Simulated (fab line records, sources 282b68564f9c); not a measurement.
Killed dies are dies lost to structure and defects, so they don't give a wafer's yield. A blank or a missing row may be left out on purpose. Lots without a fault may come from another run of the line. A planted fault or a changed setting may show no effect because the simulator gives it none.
One fault seen from 2 desks | flow rit_cmos | each desk has only its own numbers; what lay behind them comes last

THE METROLOGY DESK
What the gauges read, lot by lot, whatever tool the lot ran on: means of the sampled wafers that have a number. A lot is out of limits, marked OUT, if its mean lies more than 4 standard deviations from the usual mean; the brackets give that distance.
Columns: A = SILICIDE_TI_RS at RIT_SILICIDE_RS_MEAS_02, usual 47.5 ohm/sq; B = SILICIDE_TI_THK at RIT_SILICIDE_THK_MEAS_03, usual 30.6 nm
lot  | first seen here | A               | B
L149 | day 3 01:31     | 46.4            | 31.1
L150 | day 3 07:43     | 47.6            | 30.5
L151 | day 3 12:36     | 47.7            | 30.5
L152 | day 3 18:29     | 47.9            | 30.4
L154 | day 4 02:37     | 47.5            | 30.5
L155 | day 4 07:15     | 46.7            | 31.0
L156 | day 4 13:19     | 48.1            | 30.3
L161 | day 5 14:03     | 47.0            | 30.7
L163 | day 6 00:39     | 47.1            | 30.9
L164 | day 6 05:32     | 46.4            | 31.3
L166 | day 6 14:32     | 44.4 (-4.7) OUT | 32.3 (+5.1) OUT
L167 | day 6 20:04     | 46.4            | 31.3
L169 | day 7 06:41     | 47.1            | 30.9
L171 | day 7 15:40     | 46.5            | 31.1
This desk's finding: out of limits on L166; first on L166, day 6 14:32 (SILICIDE_TI_RS at RIT_SILICIDE_RS_MEAS_02). In limits: L149, L150, L151, L152, L154, L155, L156, L161, L163, L164, L167, L169, L171.

THE TOOL OWNER'S DESK: pvd_sputter-03
The tool's own readings at RIT_SILICIDE_SPUTTER_01 (material Ti, target thk 30 nm, time 240 s): means of the sampled wafers that have a number, for each lot that ran on this tool. A lot is out of limits, marked OUT, if its mean lies more than 4 standard deviations from the usual mean; the brackets give that distance.
Columns: A = throttle_valve_pct at RIT_SILICIDE_SPUTTER_01, usual 30.0 %
lot  | first seen here | A
L150 | day 3 07:30     | 28.7
L152 | day 3 18:18     | 29.2
L154 | day 4 02:27     | 29.3
L156 | day 4 13:08     | 30.2
L164 | day 6 05:22     | 30.4
L166 | day 6 14:22     | 31.6
This desk's finding: nothing out of limits on any of the 6 lots.

PUT TOGETHER
The metrology desk could have raised an alarm at day 6 14:32, on L166.
The tool owner's desk saw nothing out of limits.
The tool owner's desk has L166 on record, within its limits.
Of the lots named, all ran RIT_SILICIDE_SPUTTER_01 on pvd_sputter-03.

WHAT THE SIMULATOR HAD PUT IN
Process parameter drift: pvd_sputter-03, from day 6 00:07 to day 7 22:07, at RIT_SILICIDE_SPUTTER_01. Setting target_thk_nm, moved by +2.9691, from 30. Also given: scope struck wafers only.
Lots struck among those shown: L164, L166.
Hours from the fault's start to each desk's first reading out of limits: the metrology desk, 14.
